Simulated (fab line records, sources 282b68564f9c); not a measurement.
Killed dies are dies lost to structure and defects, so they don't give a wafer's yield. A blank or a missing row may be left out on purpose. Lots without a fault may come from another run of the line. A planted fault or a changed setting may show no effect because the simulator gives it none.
A struck lot beside a sound one | flow rit_cmos | 10 steps out of a route of 202
Sound: wafers L161.4, L161.5, L161.6. Struck: wafers L169.2, L169.4, L169.5. The cause comes at the end.
At each step with rows: each side's tool, then ch and its chambers, then its first start. Under that, the readings that differ: sound wafers | struck wafers | difference of the means | sigmas: that difference in standard deviations of wafers without a fault.
alike: readings whose means differ by less than 2 such deviations, and words and numbers that are the same on both sides. not compared: withheld readings, readings that some wafer has no value for, bounds like >300 that may hide the same value, and numbers for which the record gives no deviation and whose values overlap.
The two part at a step that has a row with sigmas, a row that says differs or no value, or rows on one side only. Numbers that don't overlap but have no deviation are shown without sigmas and don't part them. A reading that every wafer of one side lacks parts them only if that side has two wafers or more.

RIT_ACTIVE_BOW_MEAS_00:
  sound on film_metro-03, day 2 11:04; struck on film_metro-02, day 4 03:01
  alike: INCOMING_BOW
then, 1 step without rows for these wafers: RIT_ACTIVE_OXIDATION_01 (target thk 46.8 nm, ox time 3360 s).
RIT_ACTIVE_THK_MEAS_02:
  sound on film_metro-02, day 2 13:05; struck on film_metro-02, day 4 07:16
  alike: ACTIVE_OXIDE_THK
then, 1 step without rows for these wafers: RIT_ACTIVE_CVD_03 (deposits Si3N4 from SiH2Cl2/NH3, target thk 150 nm, time 1500 s).
RIT_ACTIVE_THK_MEAS_04:
  sound on film_metro-01, day 2 14:34; struck on film_metro-01, day 4 08:44
  alike: ACTIVE_NITRIDE_THK
then, 2 steps without rows for these wafers: RIT_ACTIVE_HMDS_05 (prime time 60 s); RIT_ACTIVE_COAT_06 (resist thk 1000 nm).
RIT_ACTIVE_SOFTBAKE_07: time 60 s.
  sound on litho_track-01 ch 0, day 2 14:59; struck on litho_track-03 ch 0, day 4 09:07
  reading                  | sound             | struck            | difference | sigmas
  heater_power_total_W (W) | 34.53 34.61 34.60 | 35.78 35.85 35.83 | +1.24      | +26
  run_length_s (s)         | 89.26 89.28 89.28 | 83.06 82.70 82.75 | -6.44      | -50
then, 1 step without rows for these wafers: RIT_ACTIVE_EXPOSE_08 (exposes mask M1, target cd 1400 nm).
RIT_M1_PROBE_99:
  sound on prober-02, day 4 12:49; struck on prober-01, day 6 05:49
  alike: killed_at_front_end, killed_dies, killed_open, killed_short

WHERE THEY PART
Only at RIT_ACTIVE_SOFTBAKE_07, within this record. Later steps at which nothing parts them and some readings are alike: RIT_M1_PROBE_99.

WHY: what the simulator had put in
Process parameter drift: litho_track-03, from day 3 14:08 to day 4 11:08, at RIT_ACTIVE_SOFTBAKE_07. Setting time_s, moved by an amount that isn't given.
